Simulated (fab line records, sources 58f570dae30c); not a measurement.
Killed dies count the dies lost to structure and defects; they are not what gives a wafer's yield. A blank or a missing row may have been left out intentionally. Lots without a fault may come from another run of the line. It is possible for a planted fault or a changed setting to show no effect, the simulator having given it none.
Which of the tools did it? | flow berkeleyCmos170 | 14 lots, 42 wafers sampled, at 5 steps of a route of 331

== WHAT THE GAUGES READ, wafer by wafer ==
UCB170_FIELD_THK_MEAS_90. Usual: FIELD_OXIDE_LEFT_1_THK gives 440 nm (standard deviation 11).
lot  | measured    | on           | FIELD_OXIDE_LEFT_1_THK (nm) | flag
L253 | day 4 22:31 | filmMetro-01 | 450 443 434                 | 
L254 | day 4 22:32 | filmMetro-04 | 442 445 441                 | 
L256 | day 5 12:08 | filmMetro-02 | 442 449 448                 | 
L258 | day 5 19:53 | filmMetro-02 | 446 442 447                 | 
L261 | day 6 16:22 | filmMetro-01 | 438 441 434                 | 
L264 | day 7 05:46 | filmMetro-02 | 433 436 447                 | 
L262 | day 7 05:46 | filmMetro-04 | 452 453 452                 | 
L265 | day 7 14:48 | filmMetro-04 | 429 431 427                 | 
L266 | day 7 14:48 | filmMetro-02 | 438 455 448                 | 
L267 | day 8 00:26 | filmMetro-02 | 445 450 448                 | 
L269 | day 8 00:26 | filmMetro-01 | 428 426 431                 | 
L268 | day 8 00:29 | filmMetro-02 | 422 431 424                 | 
L272 | day 9 04:32 | filmMetro-02 | 450 443 442                 | 
L274 | day 9 08:10 | filmMetro-04 | 449 447 449                 | 

UCB170_GATE_CD_MEAS_12 targets a cd of 350 nm. Usual: cdNm 350.1 nm, standard deviation 1.5.
lot  | measured     | on       | cdNm (nm)         | flag
L253 | day 6 01:50  | cdSem-02 | 348.1 347.0 346.9 | 
L254 | day 6 02:10  | cdSem-01 | 350.8 352.6 349.6 | 
L256 | day 6 15:29  | cdSem-02 | 348.7 348.6 350.0 | 
L258 | day 7 02:56  | cdSem-01 | 349.6 349.6 350.1 | 
L261 | day 8 00:52  | cdSem-01 | 351.6 351.8 350.0 | 
L264 | day 8 10:17  | cdSem-01 | 351.0 351.3 351.3 | 
L262 | day 8 10:04  | cdSem-02 | 349.0 349.9 349.6 | 
L265 | day 8 17:06  | cdSem-02 | 350.3 348.9 349.7 | 
L266 | day 8 17:23  | cdSem-01 | 353.0 351.2 353.1 | 
L267 | day 9 01:23  | cdSem-01 | 350.4 350.8 349.2 | 
L269 | day 9 01:47  | cdSem-02 | 350.5 350.6 351.2 | 
L268 | day 9 01:30  | cdSem-02 | 370.8 369.9 369.3 | OFF
L272 | day 10 10:41 | cdSem-02 | 369.6 370.2 367.6 | OFF
L274 | day 10 15:03 | cdSem-02 | 350.9 351.9 351.7 | 

UCB170_PLDD_CD_MEAS_06 targets a cd of 1200 nm. Usual: cdNm 1200.5 nm, standard deviation 1.6.
lot  | measured     | on       | cdNm (nm)            | flag
L253 | day 6 04:14  | cdSem-01 | 1197.6 1199.9 1198.7 | 
L254 | day 6 04:20  | cdSem-02 | 1200.3 1198.4 1199.5 | 
L256 | day 6 17:22  | cdSem-02 | 1201.1 1201.7 1202.8 | 
L258 | day 7 04:54  | cdSem-01 | 1200.8 1199.4 1201.6 | 
L261 | day 8 02:22  | cdSem-02 | 1198.5 1198.4 1199.0 | 
L264 | day 8 12:01  | cdSem-02 | 1200.1 1199.1 1199.9 | 
L262 | day 8 11:49  | cdSem-02 | 1198.3 1200.0 1198.8 | 
L265 | day 8 21:46  | cdSem-01 | 1201.3 1201.4 1201.0 | 
L266 | day 8 21:33  | cdSem-02 | 1201.8 1200.3 1201.7 | 
L267 | day 9 05:23  | cdSem-02 | 1199.8 1200.7 1199.9 | 
L269 | day 9 05:23  | cdSem-01 | 1200.9 1201.8 1201.5 | 
L268 | day 9 05:30  | cdSem-02 | 1203.2 1204.2 1203.6 | 
L272 | day 10 12:31 | cdSem-01 | 1200.4 1201.3 1201.0 | 
L274 | day 10 16:41 | cdSem-01 | 1202.0 1202.3 1203.1 | 

== EACH LOT AND THE TOOL THAT RAN IT (in order: tool; ch and the chambers of the sampled wafers; start) ==
lot  | UCB170_PVT_STRIP_08                 | UCB170_GATE_SOFTBAKE_08
L253 | plasmaAsher-03 ch 0,1, day 5 15:23  | lithoTrack-01 ch 0, day 6 00:00
L254 | plasmaAsher-02 ch 0,1, day 5 15:31  | lithoTrack-01 ch 0, day 6 01:00
L256 | plasmaAsher-02 ch 0,1, day 6 02:44  | lithoTrack-03 ch 0, day 6 14:00
L258 | plasmaAsher-03 ch 0,1, day 6 13:56  | lithoTrack-02 ch 0, day 7 02:00
L261 | plasmaAsher-04 ch 0,1, day 7 11:20  | lithoTrack-01 ch 0, day 8 00:00
L264 | plasmaAsher-02 ch 0,1, day 7 20:01  | lithoTrack-02 ch 0, day 8 09:00
L262 | plasmaAsher-03 ch 0,1, day 7 19:26  | lithoTrack-01 ch 0, day 8 09:00
L265 | plasmaAsher-04 ch 0,1, day 8 07:15  | lithoTrack-01 ch 0, day 8 16:00
L266 | plasmaAsher-03 ch 0,1, day 8 07:03  | lithoTrack-02 ch 0, day 8 16:00
L267 | plasmaAsher-02 ch 0,1, day 8 15:12  | lithoTrack-01 ch 0, day 9 00:00
L269 | plasmaAsher-03 ch 1, day 8 15:12    | lithoTrack-03 ch 0, day 9 00:00
L268 | plasmaAsher-02 ch 0,1, day 8 14:56  | lithoTrack-02 ch 0, day 9 00:00
L272 | plasmaAsher-03 ch 0,1, day 9 21:16  | lithoTrack-02 ch 0, day 10 09:00
L274 | plasmaAsher-02 ch 0,1, day 10 01:56 | lithoTrack-03 ch 0, day 10 14:00
- UCB170_PVT_STRIP_08: strips in O2.
- UCB170_GATE_SOFTBAKE_08: time 60 s.

== WHAT THE TOOLS THEMSELVES READ (means of the sampled wafers that have a number; where no wafer has one, the mark that the record gives instead) ==
UCB170_PVT_STRIP_08. Usual: drypumpMotorCurrentA 5.7 A, standard deviation 0.35; oesProductAu 0.735 a.u., standard deviation 0.004; stripTimeToEndpointS 21.64 s, standard deviation 0.057.
lot  | tool           | drypumpMotorCurrentA (A) | oesProductAu (a.u.) | stripTimeToEndpointS (s) | flag
L253 | plasmaAsher-03 | 5.4                      | 0.733               | 21.55                    | 
L254 | plasmaAsher-02 | 5.8                      | 0.734               | 21.67                    | 
L256 | plasmaAsher-02 | 6.0                      | 0.737               | 21.68                    | 
L258 | plasmaAsher-03 | 5.3                      | 0.734               | 21.68                    | 
L261 | plasmaAsher-04 | 5.8                      | 0.735               | 21.59                    | 
L264 | plasmaAsher-02 | 6.0                      | 0.728               | 21.56                    | 
L262 | plasmaAsher-03 | 5.3                      | 0.737               | 21.69                    | 
L265 | plasmaAsher-04 | 6.0                      | 0.735               | 21.62                    | 
L266 | plasmaAsher-03 | 5.4                      | 0.737               | 21.64                    | 
L267 | plasmaAsher-02 | 5.8                      | 0.729               | 21.52                    | 
L269 | plasmaAsher-03 | 5.5                      | 0.733               | 21.66                    | 
L268 | plasmaAsher-02 | 6.0                      | 0.733               | 21.60                    | 
L272 | plasmaAsher-03 | 5.4                      | 0.737               | 21.62                    | 
L274 | plasmaAsher-02 | 6.0                      | 0.734               | 21.63                    | 

UCB170_GATE_SOFTBAKE_08. Usual: heaterPowerTotalW 56.79 W, standard deviation 0.044; plateTempC 129.99 C, standard deviation 0.15.
lot  | tool          | heaterPowerTotalW (W) | plateTempC (C) | flag
L253 | lithoTrack-01 | 56.81                 | 130.10         | 
L254 | lithoTrack-01 | 56.76                 | 129.98         | 
L256 | lithoTrack-03 | 56.80                 | 130.18         | 
L258 | lithoTrack-02 | 56.85                 | 129.87         | 
L261 | lithoTrack-01 | 56.79                 | 130.06         | 
L264 | lithoTrack-02 | 56.74                 | 129.98         | 
L262 | lithoTrack-01 | 56.85                 | 129.91         | 
L265 | lithoTrack-01 | 56.82                 | 130.13         | 
L266 | lithoTrack-02 | 56.75                 | 129.98         | 
L267 | lithoTrack-01 | 56.81                 | 129.90         | 
L269 | lithoTrack-03 | 56.81                 | 130.01         | 
L268 | lithoTrack-02 | 51.63                 | 120.77         | OFF
L272 | lithoTrack-02 | 51.63                 | 120.80         | OFF
L274 | lithoTrack-03 | 56.77                 | 129.80         | 

== THE ANSWER, worked out from the rows above alone ==
Rule: lot off if the mean of its wafers having a number is beyond 3 standard deviations from the usual mean. A lot without any number at a reading at which 4 lots or more have one is off too. Any other lot the step has rows for is counted as sound. First the gauges in route order, then the tools' own readings, where a lot's mean is used as printed above. The first step at which some lot is off is used, and at that step the reading that is off furthest; a lot without a number counts as furthest.
Off: L268, L272, at UCB170_GATE_CD_MEAS_12 (cdNm).
A tool fits if, at a process step before that reading, it ran every lot that is off, and no sound lot after the first of them. The gauges at UCB170_GATE_CD_MEAS_12 aren't tried: what is off there is off at UCB170_GATE_SOFTBAKE_08 too, on other tools, and a gauge's error can't cause that. One fits: UCB170_GATE_SOFTBAKE_08 on lithoTrack-02. Its last sound lot is L266 (day 8 16:00), its first lot that is off L268 (day 9 00:00): a fault that began between those two fits.
The tool's own readings at UCB170_GATE_SOFTBAKE_08 bear it out: on the lots that are off they differ by more than 5 times the standard deviation of the sound lots' means. heaterPowerTotalW reads 51.63 W there against 56.80 W on the sound lots; plateTempC reads 120.78 C there against 129.99 C on the sound lots.

== WHAT HAD BEEN PUT IN BY THE SIMULATOR ==
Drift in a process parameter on lithoTrack-02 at UCB170_GATE_SOFTBAKE_08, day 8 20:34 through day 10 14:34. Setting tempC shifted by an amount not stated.
Shown lots that were struck: L268, L272. The rule above reached the same finding.
